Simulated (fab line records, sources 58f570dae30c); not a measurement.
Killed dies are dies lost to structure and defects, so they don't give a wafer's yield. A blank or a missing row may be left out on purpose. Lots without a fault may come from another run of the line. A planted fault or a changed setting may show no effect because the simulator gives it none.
One fault seen from 2 desks | flow berkeley_cmos170 | each desk has only its own numbers; what lay behind them comes last

THE METROLOGY DESK
What the gauges read, lot by lot, whatever tool the lot ran on: means of the sampled wafers that have a number. A lot is out of limits, marked OUT, if its mean lies more than 4 standard deviations from the usual mean; the brackets give that distance.
Columns: A = ACTIVE_NITRIDE_THK at UCB170_ACTIVE_THK_MEAS_06, usual 220.3 nm; B = NVT_TW at UCB170_NVT_TW_MEAS_09, usual 517.2; C = PSD_TW at UCB170_PSD_TW_MEAS_10, usual 2325; D = PSD_RS at UCB170_SDANNEAL_RS_MEAS_02, usual 75.61 ohm/sq
lot  | first seen here | A     | B     | C              | D
L916 | day 4 13:14     | 217.9 | 514.5 | 2302           | 75.87
L917 | day 4 21:04     | 219.8 | 515.9 | 2304           | 75.72
L918 | day 5 03:13     | 216.3 | 517.5 | 2320           | 75.37
L920 | day 5 18:04     | 216.7 | 513.8 | 2290           | 75.56
L921 | day 5 18:05     | 220.1 | 516.0 | 2330           | 75.11
L923 | day 6 08:35     | 218.5 | 514.6 | 2358           | 75.43
L924 | day 6 08:35     | 220.4 | 516.0 | 2331           | 75.57
L922 | day 6 08:37     | 220.8 | 519.3 | 2333           | 75.46
L925 | day 6 15:07     | 221.9 | 520.8 | 2297           | 75.68
L927 | day 7 01:40     | 222.7 | 520.8 | 2334           | 75.24
L932 | day 7 21:43     | 219.3 | 519.8 | 2744 (+18) OUT | 56.29 (-64) OUT
L934 | day 7 21:43     | 221.1 | 514.7 | 2737 (+18) OUT | 56.24 (-65) OUT
L938 | day 9 13:29     | 222.5 | 518.1 | 2354           | 75.43
L937 | day 9 13:32     | 220.5 | 517.1 | 2350           | 76.16
This desk's finding: out of limits on L932, L934; first on L934, day 11 10:17 (PSD_TW at UCB170_PSD_TW_MEAS_10). In limits: L916, L917, L918, L920, L921, L923, L924, L922, L925, L927, L938, L937.

THE TOOL OWNER'S DESK: implanter-02
The tool's own readings at UCB170_PSD_IMPLANT_08: means of the sampled wafers that have a number, for each lot that ran on this tool. A lot is out of limits, marked OUT, if its mean lies more than 4 standard deviations from the usual mean; the brackets give that distance.
Columns: A = beam_on_s at UCB170_PSD_IMPLANT_08, usual 10.04 s; B = dose_ions_cm2 at UCB170_PSD_IMPLANT_08, usual 3e+15; C = faraday_current_uA at UCB170_PSD_IMPLANT_08, usual 9225
lot  | first seen here | A               | B                       | C
L917 | day 7 21:14     | 10.04           | 3e+15                   | 9224
L920 | day 8 16:25     | 10.01           | 3e+15                   | 9264
L925 | day 9 15:57     | 10.01           | 3e+15                   | 9275
L934 | day 11 10:02    | 13.75 (+20) OUT | 5e+15 (+99 or more) OUT | 11158 (+11) OUT
L932 | day 11 10:19    | 13.37 (+18) OUT | 5e+15 (+99 or more) OUT | 11476 (+13) OUT
This desk's finding: out of limits on L932, L934; first on L934, day 11 10:02 (beam_on_s at UCB170_PSD_IMPLANT_08). In limits: L917, L920, L925.

PUT TOGETHER
The tool owner's desk could have raised an alarm at day 11 10:02, on L932, L934.
The metrology desk could have raised an alarm at day 11 10:17, on L932, L934.
Of the lots named, all ran UCB170_PSD_IMPLANT_08 on implanter-02.

WHAT THE SIMULATOR HAD PUT IN
Process parameter drift: implanter-02, from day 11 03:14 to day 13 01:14, at UCB170_PSD_IMPLANT_08. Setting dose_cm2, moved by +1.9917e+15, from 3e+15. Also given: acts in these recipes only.
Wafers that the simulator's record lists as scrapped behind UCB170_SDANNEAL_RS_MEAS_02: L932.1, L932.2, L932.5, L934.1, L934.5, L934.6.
Lots struck among those shown: L932, L934.
Hours from the fault's start to each desk's first reading out of limits: the tool owner's desk, 7; the metrology desk, 7.
